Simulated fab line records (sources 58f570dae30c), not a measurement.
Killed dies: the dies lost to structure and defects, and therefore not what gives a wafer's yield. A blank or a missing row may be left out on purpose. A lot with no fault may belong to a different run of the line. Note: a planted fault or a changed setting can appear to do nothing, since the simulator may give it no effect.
Problem report, 8D (eight disciplines) form, completed by code || flow berkeleyCmos170 || the parts of the form that need people (team, actions taken, sign-off) are left out

1. PROBLEM STATEMENT
Wafers free of any fault read 26.5 nm (standard deviation 0.48) for ACTIVE_OXIDE_THK at UCB170_ACTIVE_THK_MEAS_03, against a mean of 29.7 nm on 6 wafers of 2 lots. Relative to the usual mean, that is a shift of +6.6 standard deviations.
First seen on wafer L840.1, day 7 09:28, on filmMetro-04. Wafers with a number at this step in the record: 33, from 11 lots. Rule for "out", or "out of limits": more than 4 standard deviations from the usual mean. Any other wafer with a number is counted as sound.

2. WHAT IT IS, WHAT IT ISN'T
{"question": "which readings at this step", "is": "ACTIVE_OXIDE_THK", "is not": "-"}
{"question": "which lots", "is": "L840, L841", "is not": "L828, L829, L830, L831, L832, L833, L835, L845, L851"}
{"question": "which wafers of those lots", "is": "all that have a number", "is not": "-"}
{"question": "read on which gauges", "is": "filmMetro-02, filmMetro-04", "is not": "filmMetro-01"}
{"question": "when", "is": "from day 7 09:28", "is not": "up to then (21 sound wafers); but 6 sound wafers of L845, L851 came after"}

3. THE SUSPECTS, EACH WITH WHAT RULES IT OUT
Counting: a tool stays on the suspect list if, at a process step up to the reading, it processed all lots that are out and no sound lot following the first of them.
- the gauge at UCB170_ACTIVE_THK_MEAS_03 is ruled out. The wafers that are out were read on 2 gauges (filmMetro-02, filmMetro-04).
- furnace-01 at UCB170_ACTIVE_OXIDATION_02 (target thk 26.4 nm, ox time 1260 s): kept. It ran every lot that is out, first L840 (day 7 08:07), and no sound lot after that; its last sound lot up to then is L829 (day 5 06:11).
Left after counting: furnace-01 at UCB170_ACTIVE_OXIDATION_02.

4. THE CAUSE (what the simulator had put in)
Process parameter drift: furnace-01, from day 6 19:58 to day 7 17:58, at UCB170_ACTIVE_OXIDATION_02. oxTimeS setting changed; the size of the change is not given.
The count eliminated every tool but this one.

5. THE EFFECT CHAIN, in route order
Each row: a reading where the mean over the struck wafers with a number is more than 3 standard deviations away from the usual. Scope: only readings with a usual standard deviation given in the record; hours: median across lots of the time from each lot's start at the first step in this table that gives one to its start at this step; sigmas: change in usual standard deviations.
{"hours": 0, "step": "UCB170_ACTIVE_THK_MEAS_03", "reading": "ACTIVE_OXIDE_THK", "usual": "26.5 nm", "on struck wafers": 29.7, "change": "+3.2", "sigmas": "+6.6"}
Later steps that measure or inspect, where all struck wafers having a row at the step show a number for every such reading and not one has moved that far: UCB170_PVT_TW_MEAS_09, UCB170_GATE_CD_MEAS_12.

6. WHAT WOULD HAVE CAUGHT IT SOONER
The first out-of-limits reading at a measuring or inspecting step in this record came at day 7 09:28, 14 hours after the fault's start at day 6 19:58.
The start of UCB170_ACTIVE_OXIDATION_02 on furnace-01 came by day 7 09:28 for every one of the lots that are out (2). None of them would have been spared by holding the tool at that moment.
